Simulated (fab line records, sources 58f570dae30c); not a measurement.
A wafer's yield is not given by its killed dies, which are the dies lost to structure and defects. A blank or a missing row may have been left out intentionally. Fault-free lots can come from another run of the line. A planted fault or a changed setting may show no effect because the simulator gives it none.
Lot-split experiment    flow berkeley cmos170    23 wafers read from 5 lots, route of 331 steps

ABOUT THE SPLIT
At UCB170_ACTIVE_OXIDATION_02 (target thk 26.4 nm, ox time 1260 s), the setting ox time s was moved away from the recipe's 1260 s on 10 of the 23 wafers read, by -4.8% to +11.8%. The other wafers ran this setting at the recipe's value.

The reading comes from the split's own step.

THE READING
SiO2_of_ACTIVE_OXIDATION_02.thk nm (the simulator's own value, which no gauge read), in nm, at UCB170_ACTIVE_OXIDATION_02 (target thk 26.4 nm, ox time 1260 s). The file gives no usual value for it. The 13 wafers here that ran the recipe average 25.84 nm, standard deviation 0.22 nm.

wafer   tool, chamber at the split  ox time s as run, s  against the recipe  SiO2_of_ACTIVE_OXIDATION_02.thk nm, nm  against lot-mates on the recipe
L074.1  -, -                        1409                 +11.8%              27.71                                   no lot-mate on the recipe
L074.2  -, -                        1409                 +11.8%              27.75                                   no lot-mate on the recipe
L074.3  -, -                        1409                 +11.8%              27.5                                    no lot-mate on the recipe
L074.4  -, -                        1409                 +11.8%              27.98                                   no lot-mate on the recipe
L074.5  -, -                        1409                 +11.8%              27.73                                   no lot-mate on the recipe
L075.1  -, -                        1260                 recipe              26                                      -
L075.2  -, -                        1260                 recipe              26.12                                   -
L075.3  -, -                        1260                 recipe              25.96                                   -
L075.4  -, -                        1260                 recipe              25.88                                   -
L075.5  -, -                        1260                 recipe              26.05                                   -
L077.1  -, -                        1199                 -4.8%               25.42                                   no lot-mate on the recipe
L077.2  -, -                        1199                 -4.8%               25.45                                   no lot-mate on the recipe
L077.3  -, -                        1199                 -4.8%               25.29                                   no lot-mate on the recipe
L077.4  -, -                        1199                 -4.8%               25.48                                   no lot-mate on the recipe
L077.5  -, -                        1199                 -4.8%               26.06                                   no lot-mate on the recipe
L084.1  -, -                        1260                 recipe              25.89                                   -
L084.2  -, -                        1260                 recipe              25.53                                   -
L084.4  -, -                        1260                 recipe              25.54                                   -
L084.5  -, -                        1260                 recipe              26.13                                   -
L084.6  -, -                        1260                 recipe              25.88                                   -
L085.1  furnace-02, 0               1260                 recipe              25.91                                   -
L085.2  furnace-02, 0               1260                 recipe              25.49                                   -
L085.4  furnace-02, 0               1260                 recipe              25.6                                    -

FIT RESULTS
A straight line over all 23 wafers: SiO2_of_ACTIVE_OXIDATION_02.thk nm changes by +0.14 nm for each +1% of ox time s; r = +0.95; the points scatter about the line by 0.28 nm.
Too few moved wafers with a lot-mate on the recipe to fit a line net of each lot's own level.

FILE'S OWN FIT
SiO2_of_ACTIVE_OXIDATION_02.thk nm changes by +0.14 nm for each +1% of ox time s, r = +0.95.
